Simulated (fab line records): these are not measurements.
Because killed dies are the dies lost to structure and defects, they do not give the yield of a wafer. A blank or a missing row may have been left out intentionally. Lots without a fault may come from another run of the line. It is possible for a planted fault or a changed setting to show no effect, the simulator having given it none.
8D (eight disciplines) problem report, filled in by code    flow berkeley-cmos170    the parts of the form that need people (team, actions taken, sign-off) are left out

1. PROBLEM STATEMENT
At UCB170_GATE_DEVELOP_11, developer-temp-C averages 20.15 C over 6 wafers from 2 lots, while fault-free wafers read 20.98 C, standard deviation 0.11. That is -7.6 standard deviations from the usual mean.
The step: develop time 45 s.
Earliest sighting: wafer L153.1 on litho-track-02 at day 9 22:00. The record has a number at this step for 42 wafers belonging to 14 lots. The rule behind "out" and "out of limits": a value lying over 4 standard deviations away from the usual mean. The other wafers with a number count as sound.

2. WHAT IT IS, AND WHAT IT ISN'T
question                     is                      is not
which readings at this step  developer-temp-C        -
which lots                   L153, L154              L138, L139, L140, L141, L142, L144, L145, L146, L148, L157, L159, L160
which wafers of those lots   all that have a number  -
read on which tools          litho-track-02          litho-track-01, litho-track-03
when                         from day 9 22:00        up to then (27 sound wafers); but 9 sound wafers of L157, L159, L160 came after

3. WHAT RULES OUT EACH SUSPECT
Counting: any tool at a process step up to the reading is kept as a suspect provided that every lot that is out went through it and no sound lot did after the first of them.
- litho-track-02 at UCB170_GATE_DEVELOP_11 (develop time 45 s): kept. It ran every lot that is out, first L153 (day 9 22:00), and no sound lot after that; its last sound lot up to then is L146 (day 9 22:00). Out on those wafers are its own readings of developer-temp-C.
The count leaves litho-track-02 at UCB170_GATE_DEVELOP_11.

4. THE CAUSE (what the simulator had put in)
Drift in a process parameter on litho-track-02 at UCB170_GATE_DEVELOP_11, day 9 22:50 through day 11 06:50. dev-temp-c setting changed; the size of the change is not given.
Only this tool survived the counting.

5. THE EFFECT CHAIN, in route order
One row per reading whose mean, taken over the struck wafers that have a number, lies over 3 standard deviations from the usual. Scope: only readings with a usual standard deviation given in the record; hours: median across lots of the time from each lot's start at the first step in this table that gives one to its start at this step; sigmas: change in usual standard deviations.
hours  step                    reading           usual    on struck wafers  change  sigmas
0      UCB170_GATE_DEVELOP_11  developer-temp-C  20.98 C  20.15             -0.83   -7.6
Here are the process steps it includes:
- UCB170_GATE_DEVELOP_11: develop time 45 s.
Later steps that measure or inspect, where all struck wafers having a row at the step show a number for every such reading and not one has moved that far: UCB170_PLDD_TW_MEAS_11.

6. HOW IT WOULD HAVE BEEN CAUGHT EARLIER
In this record the first reading out of limits was taken at day 9 22:00.
